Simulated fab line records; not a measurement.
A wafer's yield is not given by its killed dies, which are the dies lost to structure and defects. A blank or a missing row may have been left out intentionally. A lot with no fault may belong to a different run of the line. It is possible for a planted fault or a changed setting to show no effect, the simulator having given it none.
Which tool was responsible?	flow rit-cmos	14 lots, 42 wafers sampled, at 5 steps of a route of 202

== WHAT THE GAUGES SHOWED, per wafer ==
RIT_WELLDRIVE_RS_MEAS_01: a four-point-probe measurement. Usual: NWELL_RS gives 275.2 ohm/sq (standard deviation 0.77).
lot	measured	on	NWELL_RS (ohm/sq)	flag
L412	day 2 05:34	film-metro-01	275.8 276.4 275.7	
L413	day 2 11:58	film-metro-04	276.2 275.6 275.9	
L414	day 2 15:26	film-metro-04	275.3 275.5 274.6	
L415	day 2 19:34	film-metro-02	276.5 275.8 275.7	
L416	day 2 23:56	film-metro-04	275.0 274.2 274.8	
L417	day 3 05:03	film-metro-02	275.6 275.9 274.9	
L418	day 3 10:31	film-metro-02	273.9 274.9 275.0	
L419	day 3 15:30	film-metro-04	275.9 275.0 275.8	
L420	day 3 20:51	film-metro-02	275.1 274.8 275.7	
L424	day 4 15:50	film-metro-01	274.6 274.0 273.7	
L427	day 5 08:23	film-metro-01	270.1 270.7 270.5 270.2 270.5 270.6	OFF
L429	day 5 17:24	film-metro-02	269.2 269.2 269.1 268.7 268.9 269.5	OFF
L432	day 6 10:41	film-metro-04	274.9 275.2 274.8	
L434	day 6 18:06	film-metro-01	275.3 275.2 275.5	

RIT_PRETRO_OVL_MEAS_06. Usual: PRETRO_OVL gives -0.7 nm (standard deviation 1.1).
lot	measured	on	PRETRO_OVL (nm)	flag
L412	day 2 08:19	overlay-01	-1.0 1.2 1.0	
L413	day 2 14:37	overlay-02	0.3 -1.1 -0.9	
L414	day 2 18:16	overlay-01	-1.4 -0.4 0.2	
L415	day 2 22:22	overlay-01	-1.3 -1.7 -1.0	
L416	day 3 02:36	overlay-01	0.4 -2.0 -0.5	
L417	day 3 07:56	overlay-02	-1.2 0.9 -1.4	
L418	day 3 13:17	overlay-02	-0.6 -1.5 -1.9	
L419	day 3 18:17	overlay-01	-0.3 -0.1 0.1	
L420	day 3 23:42	overlay-02	-3.9 0.1 -1.2	
L424	day 4 18:51	overlay-02	-1.3 -2.0 -2.0	
L427	day 5 17:27	overlay-01	1.5 0.4 -1.0	
L429	day 6 01:02	overlay-01	-0.1 -1.9 0.0	
L432	day 6 13:28	overlay-01	-1.9 -0.8 -2.5	
L434	day 6 20:47	overlay-02	0.6 1.3 -1.7	

RIT_NLDD_OVL_MEAS_06. Usual: NLDD_OVL gives 1.6 nm (standard deviation 1.4).
lot	measured	on	NLDD_OVL (nm)	flag
L412	day 2 18:08	overlay-01	1.9 2.3 3.2	
L413	day 3 00:44	overlay-02	2.8 2.0 4.4	
L414	day 3 04:06	overlay-02	4.0 2.7 4.4	
L415	day 3 08:16	overlay-02	2.5 4.0 0.9	
L416	day 3 13:46	overlay-01	0.4 0.4 0.8	
L417	day 3 19:16	overlay-01	3.9 3.9 4.3	
L418	day 3 23:10	overlay-01	2.4 3.2 1.9	
L419	day 4 04:17	overlay-01	2.5 2.0 2.7	
L420	day 4 10:55	overlay-01	3.4 2.8 3.6	
L424	day 5 05:44	overlay-02	1.6 -0.2 0.9	
L429	day 6 13:16	overlay-01	0.9 0.2 1.6	
L432	day 7 01:41	overlay-01	2.0 0.4 1.2	
L434	day 7 06:47	overlay-02	1.1 1.8 2.0	

== WHAT TOOL EACH LOT RAN ON (gives the tool, then ch and the chambers of the sampled wafers, and finally the start) ==
lot	RIT_NWELL_IMPLANT_08	RIT_PWELL_STRIP_09
L412	implanter-02 ch 0, day 1 21:29	plasma-asher-04 ch 0,1, day 1 23:17
L413	implanter-03 ch 0, day 2 04:58	plasma-asher-04 ch 0,1, day 2 06:40
L414	implanter-02 ch 0, day 2 07:55	plasma-asher-02 ch 0,1, day 2 09:43
L415	implanter-03 ch 0, day 2 12:26	plasma-asher-03 ch 0,1, day 2 14:15
L416	implanter-03 ch 0, day 2 16:48	plasma-asher-02 ch 0,1, day 2 18:36
L417	implanter-03 ch 0, day 2 21:41	plasma-asher-02 ch 0,1, day 2 23:25
L418	implanter-03 ch 0, day 3 03:22	plasma-asher-02 ch 0,1, day 3 05:10
L419	implanter-02 ch 0, day 3 08:23	plasma-asher-04 ch 0,1, day 3 10:04
L420	implanter-02 ch 0, day 3 13:49	plasma-asher-03 ch 0,1, day 3 15:32
L424	implanter-01 ch 0, day 4 08:35	plasma-asher-04 ch 0,1, day 4 10:28
L427	implanter-02 ch 0, day 5 01:14	plasma-asher-03 ch 0,1, day 5 03:04
L429	implanter-02 ch 0, day 5 09:39	plasma-asher-04 ch 0,1, day 5 11:21
L432	implanter-03 ch 0, day 6 01:19	plasma-asher-02 ch 0,1, day 6 03:00
L434	implanter-03 ch 0, day 6 10:57	plasma-asher-03 ch 0,1, day 6 12:47
- RIT_NWELL_IMPLANT_08
- RIT_PWELL_STRIP_09: strips in O2, time 180 s.

== WHAT THE TOOLS THEMSELVES READ (means of the sampled wafers that have a number; where no wafer has one, the mark that the record gives instead) ==
RIT_NWELL_IMPLANT_08. Usual: dose-ions-cm2 at 5.001e+13, with a standard deviation of 5.5e+10.
lot	tool	dose-ions-cm2	flag
L412	implanter-02	4.992e+13	
L413	implanter-03	5.000e+13	
L414	implanter-02	4.996e+13	
L415	implanter-03	5.004e+13	
L416	implanter-03	4.999e+13	
L417	implanter-03	5.005e+13	
L418	implanter-03	5.004e+13	
L419	implanter-02	4.999e+13	
L420	implanter-02	4.996e+13	
L424	implanter-01	5.009e+13	
L427	implanter-02	5.186e+13	OFF
L429	implanter-02	5.183e+13	OFF
L432	implanter-03	5.007e+13	
L434	implanter-03	5.001e+13	

RIT_PWELL_STRIP_09. Usual: drypump-motor-current-A at 5.6 A, with a standard deviation of 0.43.
lot	tool	drypump-motor-current-A (A)	flag
L412	plasma-asher-04	5.3	
L413	plasma-asher-04	5.2	
L414	plasma-asher-02	5.8	
L415	plasma-asher-03	5.6	
L416	plasma-asher-02	5.8	
L417	plasma-asher-02	5.8	
L418	plasma-asher-02	5.8	
L419	plasma-asher-04	5.2	
L420	plasma-asher-03	6.0	
L424	plasma-asher-04	5.1	
L427	plasma-asher-03	5.9	
L429	plasma-asher-04	5.1	
L432	plasma-asher-02	5.8	
L434	plasma-asher-03	5.6	

== THE ANSWER, worked out from the rows above alone ==
Rule: lot off if the mean of its wafers having a number is beyond 3 standard deviations from the usual mean. Also off: a lot with no number at a reading for which 4 or more lots have one. Where the step has rows for the other lots, those lots are counted as sound. The gauges are gone through in route order, then the tools' own readings, and for those a lot's mean is taken as printed above. The first step at which some lot is off is used, and at that step the reading that is off furthest; a lot without a number counts as furthest.
Off: L427, L429, at RIT_WELLDRIVE_RS_MEAS_01 (NWELL_RS).
If a tool, at a process step before that reading, ran all the lots that are off and no sound lot after the first of them, it fits. Not tried: the gauges at RIT_WELLDRIVE_RS_MEAS_01; whatever is off there is also off at RIT_NWELL_IMPLANT_08, on other tools, and gauge error can't account for it. One fits: implanter-02 at RIT_NWELL_IMPLANT_08. A fault onset in the window from L420 (day 3 13:49, its last sound lot) to L427 (day 5 01:14, its first lot off) fits.
The tool's own readings at RIT_NWELL_IMPLANT_08 bear it out: on the lots that are off they differ by more than 5 times the standard deviation of the sound lots' means. dose-ions-cm2 reads 5.184e+13 there against 5.001e+13 on the sound lots.

== WHAT THE SIMULATOR PUT IN ==
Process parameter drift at RIT_NWELL_IMPLANT_08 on implanter-02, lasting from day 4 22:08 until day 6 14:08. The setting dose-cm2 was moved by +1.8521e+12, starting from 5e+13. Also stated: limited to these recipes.
Shown lots that were struck: L427, L429. The rule above reached the same finding.
